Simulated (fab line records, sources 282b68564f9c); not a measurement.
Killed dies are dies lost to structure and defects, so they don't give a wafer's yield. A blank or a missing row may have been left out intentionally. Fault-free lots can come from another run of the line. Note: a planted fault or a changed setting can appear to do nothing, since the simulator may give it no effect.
2 desks, one fault + flow rit-cmos + what lay behind the numbers comes last; until then each desk has only its own

FROM THE METROLOGY DESK
Lot by lot, what the gauges showed, no matter which tool ran the lot: averages of those sampled wafers that carry a number. If a lot's mean is further than 4 standard deviations from the usual mean, the lot is out of limits and carries the mark OUT (the distance appears in the brackets).
Columns: A = cd-nm at RIT_GATE_CD_MEAS_16, usual 150.0 nm; B = SPACER_NITRIDE_THK at RIT_SPACER_THK_MEAS_04, usual 250.6 nm; C = PSD_OVL at RIT_PSD_OVL_MEAS_06, usual -1.0 nm
| lot  | first seen here | A     | B                | C    |
|------|-----------------|-------|------------------|------|
| L962 | day 2 18:47     | 150.6 | 253.4            | 0.0  |
| L963 | day 2 21:01     | 153.4 | 250.7            | 1.3  |
| L964 | day 3 02:43     | 149.3 | 247.8            | -1.5 |
| L965 | day 3 06:26     | 150.5 | 248.1            | -2.5 |
| L966 | day 3 12:01     | 148.6 | 252.8            | 0.5  |
| L967 | day 3 19:11     | 151.6 | 250.7            | -2.4 |
| L968 | day 3 22:49     | 151.6 | 246.2            | -0.2 |
| L970 | day 4 11:11     | 152.0 | 247.8            | -0.5 |
| L971 | day 4 16:45     | 149.8 | 251.0            | -0.8 |
| L972 | day 4 19:34     | 147.3 | 254.1            | -0.5 |
| L973 | day 4 23:43     | 149.7 | 249.4            | -2.1 |
| L977 | day 5 19:35     | 151.0 | 231.5 (-8.3) OUT | -2.8 |
| L978 | day 5 22:00     | 144.9 | 225.7 (-11) OUT  | -1.3 |
| L979 | day 6 02:33     | 151.7 | 228.5 (-9.6) OUT | -1.3 |
| L984 | day 7 06:40     | 146.9 | 251.4            | -0.6 |
This desk's finding: out of limits on L977, L978, L979; first on L977, day 6 05:27 (SPACER_NITRIDE_THK at RIT_SPACER_THK_MEAS_04). Within limits: L962, L963, L964, L965, L966, L967, L968, L970, L971, L972, L973, L984.

DESK OF THE TOOL OWNER: lpcvd-01
The tool's own readings at RIT_SPACER_CVD_03 (deposits Si3N4 from SiH2Cl2/NH3, target thk 250 nm, time 3300 s): means of the sampled wafers that have a number, for each lot that ran on this tool. If a lot's mean is further than 4 standard deviations from the usual mean, the lot is out of limits and carries the mark OUT (the distance appears in the brackets).
Columns: A = spike-tc-centre-C at RIT_SPACER_CVD_03, usual 812.1 C
| lot  | first seen here | A     |
|------|-----------------|-------|
| L962 | day 3 01:56     | 813.7 |
| L964 | day 3 11:16     | 812.3 |
| L966 | day 3 22:01     | 812.4 |
| L970 | day 4 18:13     | 812.4 |
| L972 | day 5 03:20     | 812.3 |
| L977 | day 6 03:32     | 812.6 |
| L978 | day 6 05:37     | 811.8 |
| L979 | day 6 10:46     | 813.3 |
This desk's finding: nothing out of limits on any of the 8 lots.

ALL TOGETHER
An alarm was possible from the metrology desk at day 6 05:27, on L977, L978, L979.
The desk of the tool owner found nothing out of limits.
The tool owner's desk has L977, L978, L979 on record, within its limits.
Of the lots named, all ran RIT_SPACER_CVD_03 on lpcvd-01.

WHAT WAS PUT IN BY THE SIMULATOR
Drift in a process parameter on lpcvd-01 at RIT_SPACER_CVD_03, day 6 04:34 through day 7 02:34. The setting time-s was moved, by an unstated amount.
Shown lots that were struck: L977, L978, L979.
Per desk, hours elapsed from the start of the fault to the first reading out of limits: for the metrology desk, 1.
